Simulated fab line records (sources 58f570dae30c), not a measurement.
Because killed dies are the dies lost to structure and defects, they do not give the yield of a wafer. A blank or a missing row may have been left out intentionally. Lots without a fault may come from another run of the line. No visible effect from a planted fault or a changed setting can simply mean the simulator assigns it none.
Matching of chambers	flow berkeley_cmos170	UCB170_NWELL_ETCH_13 on rie_diel-01: 4 sister chambers
The step etches Si3N4 in CH3F/Ar/O2, stops on SiO2, target depth 246.4 nm, time 154 s. 4 wafers are shown with their chamber, then 7 later ones without.

== WAFERS PAIRED WITH THEIR CHAMBERS ==
wafer	chamber	drypump_motor_current_A (A)
L181.5	3	5.1
L189.1	0	5.5
L191.3	1	5.0
L191.5	2	6.0

== WAFERS MISSING THEIR CHAMBER ==
wafer	drypump_motor_current_A (A)
L191.6	5.1
L192.1	5.0
L192.2	5.1
L192.5	5.4
L195.1	5.5
L195.3	5.0
L195.6	5.0

== EACH ONE'S CHAMBER ==
wafer	from the rows above	in truth
L191.6	3	3
L192.1	1	1
L192.2	3	3
L192.5	0	0
L195.1	0	0
L195.3	1	1
L195.6	1	1
7 of 7 placed correctly. From these rows, 0 cannot be placed. 0 placed wrongly.
How it was worked out, from the rows above alone: a wafer's distance from a chamber is the root of the sum, over the readings, of the square of ((its reading less the chamber's mean) divided by the reading's scatter). The wafer belongs to the nearest chamber; if the next one is less than 2 further off, it can't be placed. A chamber's mean is the mean of its shown wafers. The scatter: with one shown wafer a chamber, the root of the mean of the squares of how far each hidden wafer lies from its nearest shown one.
